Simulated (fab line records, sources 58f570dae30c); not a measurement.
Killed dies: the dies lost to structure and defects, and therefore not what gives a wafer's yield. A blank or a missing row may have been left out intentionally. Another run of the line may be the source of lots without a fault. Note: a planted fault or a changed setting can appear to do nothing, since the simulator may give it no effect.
Which tool was responsible?	flow berkeley-cmos170	42 wafers from 14 lots sampled at 2 of the route's 331 steps

WHAT EACH GAUGE READ, for each wafer
The record holds no reading of a measuring or inspecting step that can be judged against a usual standard deviation.

EACH LOT AND THE TOOL THAT RAN IT (in order: tool; ch and the chambers of the sampled wafers; start)
lot	UCB170_NVT_COAT_01	UCB170_NVT_STRIP_08
L969	litho-track-04 ch 0, day 6 18:10	plasma-asher-02 ch 0,1, day 6 19:27
L970	litho-track-01 ch 0, day 6 18:12	plasma-asher-01 ch 0,1, day 6 19:13
L972	litho-track-02 ch 0, day 7 03:13	plasma-asher-01 ch 0,1, day 7 04:19
L975	litho-track-01 ch 0, day 7 20:10	plasma-asher-03 ch 0,1, day 7 21:01
L977	litho-track-01 ch 0, day 8 05:34	plasma-asher-03 ch 1, day 8 06:45
L976	litho-track-04 ch 0, day 8 05:35	plasma-asher-01 ch 0,1, day 8 06:47
L978	litho-track-04 ch 0, day 8 14:59	plasma-asher-01 ch 0,1, day 8 15:52
L979	litho-track-01 ch 0, day 8 15:04	plasma-asher-03 ch 0,1, day 8 16:16
L980	litho-track-04 ch 0, day 8 15:26	plasma-asher-01 ch 0,1, day 8 16:30
L985	litho-track-04 ch 0, day 9 15:50	plasma-asher-01 ch 0,1, day 9 17:41
L982	litho-track-01 ch 0, day 9 16:04	plasma-asher-03 ch 0,1, day 9 17:55
L983	litho-track-04 ch 0, day 9 16:16	plasma-asher-01 ch 0,1, day 9 18:01
L989	litho-track-02 ch 0, day 10 15:50	plasma-asher-03 ch 0,1, day 10 17:17
L991	litho-track-02 ch 0, day 10 16:18	plasma-asher-02 ch 0,1, day 10 18:13
- UCB170_NVT_COAT_01: resist thk 900 nm.
- UCB170_NVT_STRIP_08: strips in O2.

AS READ BY THE TOOLS THEMSELVES (means over the sampled wafers that have a number; for cases with no such wafer, the mark the record gives instead)
UCB170_NVT_COAT_01. Usual: spin-speed-rpm at 1500.2 rpm, with a standard deviation of 0.99.
lot	tool	spin-speed-rpm (rpm)	flag
L969	litho-track-04	1500.1	
L970	litho-track-01	1501.6	
L972	litho-track-02	1500.5	
L975	litho-track-01	1500.3	
L977	litho-track-01	1501.4	
L976	litho-track-04	1500.4	
L978	litho-track-04	1500.1	
L979	litho-track-01	1499.1	
L980	litho-track-04	1500.2	
L985	litho-track-04	1890.9	OFF
L982	litho-track-01	1499.2	
L983	litho-track-04	1891.4	OFF
L989	litho-track-02	1499.3	
L991	litho-track-02	1501.1	

UCB170_NVT_STRIP_08. Usual: drypump-motor-current-A 5.8 A, standard deviation 0.44; oes-product-au 0.734 a.u., standard deviation 0.0049; strip-time-to-endpoint-s 21.66 s, standard deviation 0.063.
lot	tool	drypump-motor-current-A (A)	oes-product-au (a.u.)	strip-time-to-endpoint-s (s)	flag
L969	plasma-asher-02	5.7	0.726	21.64	
L970	plasma-asher-01	5.5	0.733	21.71	
L972	plasma-asher-01	5.3	0.732	21.58	
L975	plasma-asher-03	6.0	0.733	21.61	
L977	plasma-asher-03	5.7	0.738	21.70	
L976	plasma-asher-01	5.4	0.737	21.68	
L978	plasma-asher-01	5.5	0.731	21.66	
L979	plasma-asher-03	6.0	0.739	21.71	
L980	plasma-asher-01	5.5	0.741	21.68	
L985	plasma-asher-01	5.5	0.734	19.26	OFF
L982	plasma-asher-03	5.9	0.738	21.69	
L983	plasma-asher-01	5.5	0.737	19.25	OFF
L989	plasma-asher-03	5.9	0.738	21.65	
L991	plasma-asher-02	5.7	0.737	21.73	

THE ANSWER, worked out from the rows above alone
Rule: a lot is off if the mean of its wafers that have a number lies more than 3 standard deviations from the usual mean. A lot without any number at a reading at which 4 lots or more have one is off too. All remaining lots with rows at the step are treated as sound. After the gauges, taken in route order, come the tools' own readings; for these a lot's mean is taken, as printed above. The first step at which some lot is off is used, and at that step the reading that is off furthest; a lot without a number counts as furthest.
Off at UCB170_NVT_COAT_01 (spin-speed-rpm): L985, L983.
If a tool, at that step or one of the process steps before it, ran each lot that is off and ran no sound lot following the first of them, it fits. One fits: litho-track-04 at UCB170_NVT_COAT_01. A fault onset in the window from L980 (day 8 15:26, its last sound lot) to L985 (day 9 15:50, its first lot off) fits.
On the lots that are off, the tool's own readings at UCB170_NVT_COAT_01 differ by more than 5 times the standard deviation of the sound lots' means, which bears it out; spin-speed-rpm reads 1891.2 rpm there versus 1500.3 rpm on the sound lots.

WHAT THE SIMULATOR HAD INSERTED
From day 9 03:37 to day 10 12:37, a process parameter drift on litho-track-04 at UCB170_NVT_COAT_01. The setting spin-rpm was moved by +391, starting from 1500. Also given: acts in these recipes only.
Lots struck among those shown: L985, L983. The rule given above showed the same thing.
